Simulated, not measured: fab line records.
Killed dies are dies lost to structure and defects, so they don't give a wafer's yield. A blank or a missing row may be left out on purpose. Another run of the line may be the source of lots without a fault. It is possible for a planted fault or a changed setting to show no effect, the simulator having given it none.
2 desks, one fault | flow rit_cmos | each desk has only its own numbers; what lay behind them comes last

DESK OF THE TOOL OWNER: rtp_anneal-01
Per lot that ran on this tool, the mean of the sampled wafers carrying a number, from the tool's own readings at RIT_SDANNEAL_RTA_03 (time 5 s). The brackets show how far a lot's mean lies from the usual mean; more than 4 standard deviations puts the lot out of limits, marked OUT.
Columns: A = wafer_temp_C_max at RIT_SDANNEAL_RTA_03, usual 1053.5
lot  | first seen here | A
L847 | day 3 06:47     | 1055.1
L852 | day 4 09:36     | 1053.5
L857 | day 5 08:59     | 1033.4 (-18) OUT
L859 | day 5 18:48     | 1032.6 (-19) OUT
This desk's verdict: out of limits on L857, L859, starting with L857 at day 5 08:59 (wafer_temp_C_max at RIT_SDANNEAL_RTA_03). L847, L852 stayed within limits.

AT THE METROLOGY DESK
Means of the sampled wafers that have a number, per lot and without regard to the tool the lot ran on: this is what the gauges read. The brackets show how far a lot's mean lies from the usual mean; more than 4 standard deviations puts the lot out of limits, marked OUT.
Columns: A = PSD_RS at RIT_SDANNEAL_RS_MEAS_04, usual 115.9 ohm/sq; B = NSD_RS at RIT_SDANNEAL_RS_MEAS_05, usual 84.7 ohm/sq; C = PLDD_RS at RIT_SDANNEAL_RS_MEAS_06, usual 178.7 ohm/sq
lot  | first seen here | A               | B    | C
L847 | day 3 06:52     | 115.7           | 84.5 | 178.3
L852 | day 4 09:40     | 116.3           | 84.6 | 178.9
L857 | day 5 09:04     | 130.5 (+44) OUT | 85.6 | 195.1 (+30) OUT
L858 | day 5 14:08     | 116.3           | 84.5 | 179.4
L859 | day 5 18:52     | 130.2 (+43) OUT | 85.4 | 194.3 (+29) OUT
L860 | day 5 20:50     | 116.0           | 84.6 | 178.3
L862 | day 6 08:52     | 115.8           | 84.5 | 178.5
L863 | day 6 11:28     | 115.9           | 85.0 | 178.3
L864 | day 6 17:11     | 115.7           | 83.9 | 178.5
L865 | day 7 02:05     | 115.7           | 84.9 | 178.5
L867 | day 7 10:52     | 116.3           | 84.7 | 179.3
L868 | day 7 14:58     | 116.3           | 84.7 | 178.4
L869 | day 7 21:20     | 115.8           | 84.8 | 178.4
L870 | day 7 23:43     | 115.5           | 84.3 | 178.2
Finding of this desk: L857, L859 out of limits, first seen on L857 at day 5 09:04 (PSD_RS at RIT_SDANNEAL_RS_MEAS_04). L847, L852, L858, L860, L862, L863, L864, L865, L867, L868, L869, L870 stayed within limits.

ALL TOGETHER
An alarm could have come from the tool owner's desk at day 5 08:59, on L857, L859.
On L857, L859, the metrology desk was in a position to raise an alarm at day 5 09:04.
RIT_SDANNEAL_RTA_03 was run on rtp_anneal-01 by each of the lots named.

WHAT THE SIMULATOR PUT IN
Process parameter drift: rtp_anneal-01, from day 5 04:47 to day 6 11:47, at RIT_SDANNEAL_RTA_03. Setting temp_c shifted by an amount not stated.
Lots struck among those shown: L857, L859.
Time in hours from fault onset to the first out-of-limits reading at each desk: tool owner's desk 4, metrology desk 4.
